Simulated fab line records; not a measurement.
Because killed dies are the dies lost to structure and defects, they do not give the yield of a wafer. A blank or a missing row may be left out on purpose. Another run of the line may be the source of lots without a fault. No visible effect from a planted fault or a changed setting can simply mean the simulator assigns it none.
One fault seen from 2 desks + flow berkeley cmos170 + every desk sees just its own numbers, and what lay behind them comes last

== THE TOOL OWNER'S DESK: lpcvd-02 ==
The tool's own readings at UCB170_GATE_CVD_04 (deposits poly-Si from SiH4, time 1440 s, target thk 214 nm): means of the sampled wafers that have a number, for each lot that ran on this tool. A lot is out of limits, marked OUT, if its mean lies more than 4 standard deviations from the usual mean; the brackets give that distance.
Columns: A = pressure mtorr at UCB170_GATE_CVD_04, usual 374.9 mTorr; B = spike tc source C at UCB170_GATE_CVD_04, usual 629.4 C
| lot  | first seen here | A                       | B     |
|------|-----------------|-------------------------|-------|
| L253 | day 6 10:28     | 376.1                   | 628.8 |
| L254 | day 6 10:28     | 375.2                   | 628.9 |
| L255 | day 6 10:28     | 375.5                   | 629.2 |
| L256 | day 6 10:28     | 374.9                   | 628.3 |
| L257 | day 7 08:05     | 562.3 (+99 or more) OUT | 629.6 |
| L258 | day 7 08:05     | 562.8 (+99 or more) OUT | 629.7 |
This desk's verdict: out of limits on L257, L258, starting with L257 at day 7 08:05 (pressure mtorr at UCB170_GATE_CVD_04). Within limits: L253, L254, L255, L256.

== METROLOGY DESK ==
Means of the sampled wafers that have a number, per lot and without regard to the tool the lot ran on: this is what the gauges read. A lot is out of limits, marked OUT, if its mean lies more than 4 standard deviations from the usual mean; the brackets give that distance.
Columns: A = GATE_POLY_THK at UCB170_GATE_THK_MEAS_05, usual 213.9 nm; B = cd nm at UCB170_NLDD_CD_MEAS_06, usual 1199.8 nm; C = PSD_OVL at UCB170_PSD_OVL_MEAS_07, usual -1 nm
| lot  | first seen here | A               | B      | C   |
|------|-----------------|-----------------|--------|-----|
| L253 | day 6 11:52     | 214.6           | 1199.0 | 0   |
| L256 | day 6 11:52     | 214.0           | 1198.3 | -10 |
| L255 | day 6 11:53     | 213.5           | 1197.9 | 2   |
| L254 | day 6 11:56     | 216.8           | 1201.7 | -7  |
| L258 | day 7 09:29     | 262.1 (+24) OUT | 1199.2 | -2  |
| L257 | day 7 09:31     | 261.1 (+24) OUT | 1199.1 | -4  |
| L272 | day 9 13:19     | 213.1           | 1198.9 | -3  |
| L270 | day 9 13:19     | 215.0           | 1198.3 | -8  |
| L271 | day 9 13:20     | 212.1           | 1199.1 | -1  |
| L275 | day 10 15:05    | 216.4           | 1201.3 | -4  |
| L274 | day 10 15:06    | 214.4           | 1200.4 | 7   |
| L276 | day 11 06:36    | 215.0           | 1199.2 | -4  |
This desk finds L257, L258 out of limits, with the earliest case on L258 at day 7 09:29 (GATE_POLY_THK at UCB170_GATE_THK_MEAS_05). Within limits: L253, L256, L255, L254, L272, L270, L271, L275, L274, L276.

== ALL TOGETHER ==
The tool owner's desk could have raised an alarm at day 7 08:05, on L257, L258.
Metrology desk: alarm possible at day 7 09:29 on L257, L258.
Every lot named ran UCB170_GATE_CVD_04 on lpcvd-02.

== WHAT THE SIMULATOR PUT IN ==
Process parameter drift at UCB170_GATE_CVD_04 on lpcvd-02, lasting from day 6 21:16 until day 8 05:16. Setting pressure mtorr shifted by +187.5 from 375. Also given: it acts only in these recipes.
Lots struck among those shown: L257, L258.
Delay (hours) between the fault's onset and each desk's first out-of-limits reading: 11 at the tool owner's desk, 12 at the metrology desk.
